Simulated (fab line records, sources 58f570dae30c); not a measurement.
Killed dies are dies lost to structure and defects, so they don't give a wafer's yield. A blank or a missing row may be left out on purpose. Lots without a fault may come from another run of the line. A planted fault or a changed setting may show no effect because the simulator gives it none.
Problem report in the 8D (eight disciplines) form, filled by code | flow berkeley_cmos170 | the parts of the form that need people (team, actions taken, sign-off) are left out

1. THE PROBLEM
NLDD_TW at UCB170_NLDD_TW_MEAS_11 reads a mean of 2434 on 6 wafers of 2 lots; wafers without a fault read 2214 with a standard deviation of 18. That is +12 standard deviations from the usual mean.
First seen on wafer L969.1, day 8 00:41, on film_metro-01. The record holds 42 wafers of 14 lots with a number at this step. Rule for "out", or "out of limits": more than 4 standard deviations from the usual mean. The other wafers with a number count as sound.

2. WHAT IT IS AND WHAT IT IS NOT
question                    | is                           | is not
which readings at this step | NLDD_TW                      | -
which lots                  | L969, L972                   | L959, L960, L961, L962, L963, L974, L975, L976, L977, L979, L980, L982
which wafers of those lots  | all that have a number       | -
read on which gauges        | film_metro-01, film_metro-04 | film_metro-02
when                        | from day 8 00:41             | up to then (15 sound wafers); but 21 sound wafers of L974, L975, L976, L977, L979, L980, L982 came after

3. SUSPECTS, AND WHAT RULES EACH OUT
Counting: a tool at a process step up to the reading stays a suspect if it ran every lot that is out and no sound lot after the first of them.
- the gauge at UCB170_NLDD_TW_MEAS_11: ruled out. The wafers that are out were read on 2 gauges (film_metro-01, film_metro-04).
- implanter-02 at UCB170_NLDD_IMPLANT_09: ruled out as a lasting fault. Sound lots L982 ran on it after its first lot that is out, L969 (day 8 00:26).
Left after counting: nothing in the record.

4. THE CAUSE (what the simulator had put in)
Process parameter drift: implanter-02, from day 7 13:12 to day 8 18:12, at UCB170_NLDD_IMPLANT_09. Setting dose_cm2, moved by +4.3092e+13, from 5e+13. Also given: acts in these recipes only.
Counting ruled it out, wrongly: the rule takes a fault to strike every lot that its tool runs from its start on, and this one did not.

5. THE CHAIN OF EFFECTS, in route order
Each row: a reading whose mean over the struck wafers that have a number lies more than 3 standard deviations from the usual. Only readings for which the record gives a usual standard deviation are gone through. hours: the time from each lot's start at the first step in this table that gives one to its start at this step, as a median over the lots. sigmas: the change in usual standard deviations.
hours | step                       | reading            | usual        | on struck wafers | change     | sigmas
0     | UCB170_NLDD_IMPLANT_09     | dose_ions_cm2      | 4.999e+13    | 9.309e+13        | +4.310e+13 | +99 or more
0     | UCB170_NLDD_IMPLANT_09     | faraday_current_uA | 159          | 301              | +142       | +46
0     | UCB170_NLDD_TW_MEAS_11     | NLDD_TW            | 2214         | 2434             | +220       | +12
10    | UCB170_SDANNEAL_RS_MEAS_05 | NLDD_RS            | 617.9 ohm/sq | 481.9            | -135.9     | -85
The process steps in it:
- UCB170_NLDD_IMPLANT_09
Later measuring or inspecting steps at which every struck wafer that the step has a row for has a number for every such reading, and none has moved that far: UCB170_PSD_CD_MEAS_06.

6. WHAT WOULD HAVE CAUGHT IT SOONER
In this record the first reading out of limits at a measuring or inspecting step was taken at day 8 00:41, 11 hours after the fault began at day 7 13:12.
The tool's own readings at UCB170_NLDD_IMPLANT_09 were out on every struck wafer that the step has a row for (dose_ions_cm2, faraday_current_uA): an alarm limit on them would have fired on the first of those.
